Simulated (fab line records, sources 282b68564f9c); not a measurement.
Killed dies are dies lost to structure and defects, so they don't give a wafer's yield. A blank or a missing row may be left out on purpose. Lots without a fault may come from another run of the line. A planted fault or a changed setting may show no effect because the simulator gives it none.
Problem report in the 8D (eight disciplines) form, filled by code | flow rit_cmos | the parts of the form that need people (team, actions taken, sign-off) are left out

1. THE PROBLEM
heater_power_total_W at RIT_PLDD_SOFTBAKE_02 reads a mean of 33.48 W on 9 wafers of 3 lots; wafers without a fault read 34.56 W with a standard deviation of 0.052. That is -21 standard deviations from the usual mean.
The step: time 60 s.
First seen on wafer L872.1, day 3 15:43, on litho_track-02. The record holds 45 wafers of 15 lots with a number at this step. Rule for "out", or "out of limits": more than 4 standard deviations from the usual mean. The other wafers with a number count as sound.

2. WHAT IT IS AND WHAT IT IS NOT
question                    | is                                 | is not
which readings at this step | heater_power_total_W, plate_temp_C | -
which lots                  | L872, L874, L875                   | L868, L869, L871, L873, L876, L882, L884, L887, L888, L889, L890, L891
which wafers of those lots  | all that have a number             | -
read on which tools         | litho_track-02                     | litho_track-01, litho_track-03
when                        | from day 3 15:43                   | up to then (9 sound wafers); but 27 sound wafers of L873, L876, L882, L884, L887, L888, L889, L890, L891 came after

3. SUSPECTS, AND WHAT RULES EACH OUT
Counting: a tool at a process step up to the reading stays a suspect if it ran every lot that is out and no sound lot after the first of them.
- litho_track-02 at RIT_PLDD_SOFTBAKE_02 (time 60 s): ruled out as a lasting fault. Sound lots L888, L889, L890 ran on it after its first lot that is out, L872 (day 3 15:43).
Left after counting: nothing in the record.

4. THE CAUSE (what the simulator had put in)
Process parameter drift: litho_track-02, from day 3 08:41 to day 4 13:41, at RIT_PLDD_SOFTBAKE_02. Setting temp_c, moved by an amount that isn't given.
Counting ruled it out, wrongly.

5. THE CHAIN OF EFFECTS, in route order
Each row: a reading whose mean over the struck wafers that have a number lies more than 3 standard deviations from the usual. Only readings for which the record gives a usual standard deviation are gone through. hours: the time from each lot's start at the first step in this table that gives one to its start at this step, as a median over the lots. sigmas: the change in usual standard deviations.
hours | step                 | reading              | usual   | on struck wafers | change | sigmas
0     | RIT_PLDD_SOFTBAKE_02 | heater_power_total_W | 34.56 W | 33.48            | -1.08  | -21
0     | RIT_PLDD_SOFTBAKE_02 | plate_temp_C         | 90.02 C | 88.08            | -1.94  | -14
The process steps in it:
- RIT_PLDD_SOFTBAKE_02: time 60 s.
Later measuring or inspecting steps at which every struck wafer that the step has a row for has a number for every such reading, and none has moved that far: RIT_NSD_TW_MEAS_10.

6. WHAT WOULD HAVE CAUGHT IT SOONER
In this record the first reading out of limits was taken at day 3 15:43, 7 hours after the fault began at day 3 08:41.
